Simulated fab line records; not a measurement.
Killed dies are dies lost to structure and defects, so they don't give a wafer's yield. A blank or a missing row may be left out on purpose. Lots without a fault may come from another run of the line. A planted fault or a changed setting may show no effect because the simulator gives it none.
Lot-split experiment :: flow berkeley-cmos170 :: 23 wafers read across 5 lots, on a route 331 steps long

## THE SPLIT
At UCB170_M2_SPUTTER_01 (material Al, target thk 900 nm, time 120 s), the setting power-w was moved away from the recipe's 6000 W on 8 of the 23 wafers read, by -5.2% to +9.8%. For the rest of the wafers, this setting stayed at what the recipe calls for.

## FROM THE SPLIT TO THE READING: what the file shows between them, 2 steps
- UCB170_M2_RS_MEAS_02: measures by four-point-probe
- UCB170_M2_THK_MEAS_03: measures by xrf

## THE READING
oes-product-au, in a.u., at UCB170_M2_METAL_ETCH_18 (etches Al in Cl2/BCl3, stops on SiO2, target depth 1170 nm, time 195 s). On this fab line, fault-free wafers typically give 0.853 a.u. with a standard deviation of 0.013 a.u.

wafer: L077.1
tool, chamber at the split: pvd-sputter-02, -
power-w as run, W: 6000
against the recipe: recipe
oes-product-au, a.u.: 0.834
against lot-mates on the recipe: -

wafer: L077.4
tool, chamber at the split: pvd-sputter-02, -
power-w as run, W: 6000
against the recipe: recipe
oes-product-au, a.u.: 0.840
against lot-mates on the recipe: -

wafer: L077.5
tool, chamber at the split: pvd-sputter-02, -
power-w as run, W: 6000
against the recipe: recipe
oes-product-au, a.u.: 0.836
against lot-mates on the recipe: -

wafer: L079.2
tool, chamber at the split: pvd-sputter-02, -
power-w as run, W: 5686
against the recipe: -5.2%
oes-product-au, a.u.: 0.848
against lot-mates on the recipe: -0.020

wafer: L079.3
tool, chamber at the split: pvd-sputter-02, -
power-w as run, W: 5686
against the recipe: -5.2%
oes-product-au, a.u.: 0.835
against lot-mates on the recipe: -0.033

wafer: L079.4
tool, chamber at the split: pvd-sputter-02, -
power-w as run, W: 6000
against the recipe: recipe
oes-product-au, a.u.: 0.872
against lot-mates on the recipe: -

wafer: L079.5
tool, chamber at the split: pvd-sputter-02, -
power-w as run, W: 6000
against the recipe: recipe
oes-product-au, a.u.: 0.864
against lot-mates on the recipe: -

wafer: L079.6
tool, chamber at the split: pvd-sputter-02, -
power-w as run, W: 5686
against the recipe: -5.2%
oes-product-au, a.u.: 0.842
against lot-mates on the recipe: -0.026

wafer: L081.1
tool, chamber at the split: pvd-sputter-03, -
power-w as run, W: 5742
against the recipe: -4.3%
oes-product-au, a.u.: 0.834
against lot-mates on the recipe: -0.015

wafer: L081.2
tool, chamber at the split: pvd-sputter-03, -
power-w as run, W: 6000
against the recipe: recipe
oes-product-au, a.u.: 0.838
against lot-mates on the recipe: -

wafer: L081.4
tool, chamber at the split: pvd-sputter-03, -
power-w as run, W: 6000
against the recipe: recipe
oes-product-au, a.u.: 0.849
against lot-mates on the recipe: -

wafer: L081.5
tool, chamber at the split: pvd-sputter-03, -
power-w as run, W: 6000
against the recipe: recipe
oes-product-au, a.u.: 0.860
against lot-mates on the recipe: -

wafer: L081.6
tool, chamber at the split: pvd-sputter-03, -
power-w as run, W: 5742
against the recipe: -4.3%
oes-product-au, a.u.: 0.816
against lot-mates on the recipe: -0.033

wafer: L084.1
tool, chamber at the split: pvd-sputter-02, -
power-w as run, W: 6588
against the recipe: +9.8%
oes-product-au, a.u.: 0.904
against lot-mates on the recipe: +0.059

wafer: L084.2
tool, chamber at the split: pvd-sputter-02, -
power-w as run, W: 6000
against the recipe: recipe
oes-product-au, a.u.: 0.851
against lot-mates on the recipe: -

wafer: L084.3
tool, chamber at the split: pvd-sputter-02, -
power-w as run, W: 6000
against the recipe: recipe
oes-product-au, a.u.: 0.839
against lot-mates on the recipe: -

wafer: L084.5
tool, chamber at the split: pvd-sputter-02, -
power-w as run, W: 6588
against the recipe: +9.8%
oes-product-au, a.u.: 0.898
against lot-mates on the recipe: +0.053

wafer: L084.6
tool, chamber at the split: pvd-sputter-02, -
power-w as run, W: 6588
against the recipe: +9.8%
oes-product-au, a.u.: 0.901
against lot-mates on the recipe: +0.056

wafer: L085.1
tool, chamber at the split: pvd-sputter-02, -
power-w as run, W: 6000
against the recipe: recipe
oes-product-au, a.u.: 0.854
against lot-mates on the recipe: -

wafer: L085.3
tool, chamber at the split: pvd-sputter-02, -
power-w as run, W: 6000
against the recipe: recipe
oes-product-au, a.u.: 0.855
against lot-mates on the recipe: -

wafer: L085.4
tool, chamber at the split: pvd-sputter-02, -
power-w as run, W: 6000
against the recipe: recipe
oes-product-au, a.u.: 0.848
against lot-mates on the recipe: -

wafer: L085.5
tool, chamber at the split: pvd-sputter-02, -
power-w as run, W: 6000
against the recipe: recipe
oes-product-au, a.u.: 0.855
against lot-mates on the recipe: -

wafer: L085.6
tool, chamber at the split: pvd-sputter-02, -
power-w as run, W: 6000
against the recipe: recipe
oes-product-au, a.u.: 0.841
against lot-mates on the recipe: -

FIT RESULTS
A straight line over all 23 wafers: oes-product-au changes by +0.00451 a.u. for each +1% of power-w; r = +0.86; the points scatter about the line by 0.012 a.u.
The same after taking each lot's own level away (the mean of its wafers on the recipe; 23 wafers): +0.00556 a.u. for each +1%; r = +0.97; scatter 0.0062 a.u.
According to that fit, moving power-w by its largest amount changes the reading by 0.054 a.u.
The span of the lots' own levels, 0.8367 to 0.8680 a.u., comes to 2.4 times the standard deviation stated above.
So the lot-to-lot level changes the slope: the two fits differ.
Check: for one of the wafers moved furthest among these (+9.8%), held out of the fit, the line's prediction against its lot-mates is +0.0535 a.u. Against them it came out at +0.059 a.u.

## ADDITIONAL SPLITS CARRIED BY THESE WAFERS
These wafers also went through other splits before the reading. Each is held against what the fit with the lots' levels taken away leaves over:
other split on the same wafers: UCB170_PLDD_COAT_01 resist-thk-nm
wafers away from the commonest value: 9
r with oes-product-au (lot level and that fit taken away): +0.07

other split on the same wafers: UCB170_PLDD_DEVELOP_05 dev-temp-c
wafers away from the commonest value: 10
r with oes-product-au (lot level and that fit taken away): -0.25

other split on the same wafers: UCB170_PSD_PEB_04 peb-temp-c
wafers away from the commonest value: 5
r with oes-product-au (lot level and that fit taken away): +0.28

other split on the same wafers: UCB170_NSD_EXPOSE_03 dose-mj
wafers away from the commonest value: 9
r with oes-product-au (lot level and that fit taken away): +0.18

other split on the same wafers: UCB170_BACKSIDE_STRIP_03 power-w
wafers away from the commonest value: 6
r with oes-product-au (lot level and that fit taken away): +0.21

other split on the same wafers: UCB170_CONTACT_CVD_01 sih4-flow-sccm
wafers away from the commonest value: 15
r with oes-product-au (lot level and that fit taken away): +0.00

other split on the same wafers: UCB170_CONTACT_ETCH_18 time-s
wafers away from the commonest value: 6
r with oes-product-au (lot level and that fit taken away): +0.16

## THE WHOLE CHAIN: every reading that the file lists as answering this split, in the file's order
step: UCB170_M2_SPUTTER_01
what it does: material Al, target thk 900 nm, time 120 s
reading: Al_of_M2_SPUTTER_01.thk-nm (the simulator's own value, which no gauge read)
change (the file's fit): +9.48 nm for each +1% of the setting
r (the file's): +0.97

step: UCB170_M2_RS_MEAS_02
what it does: measures by four-point-probe
reading: M2_AL_RS
change (the file's fit): -0.000333 for each +1% of the setting
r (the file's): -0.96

step: UCB170_M2_THK_MEAS_03
what it does: measures by xrf
reading: M2_AL_THK
change (the file's fit): +9.27 for each +1% of the setting
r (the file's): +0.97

step: UCB170_M2_METAL_ETCH_18
what it does: etches Al in Cl2/BCl3, stops on SiO2, target depth 1170 nm, time 195 s
reading: oes-product-au
change (the file's fit): +0.00558 a.u. for each +1% of the setting
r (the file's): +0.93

## THE FILE'S OWN FIT
oes-product-au changes by +0.00558 a.u. for each +1% of power-w, r = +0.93.
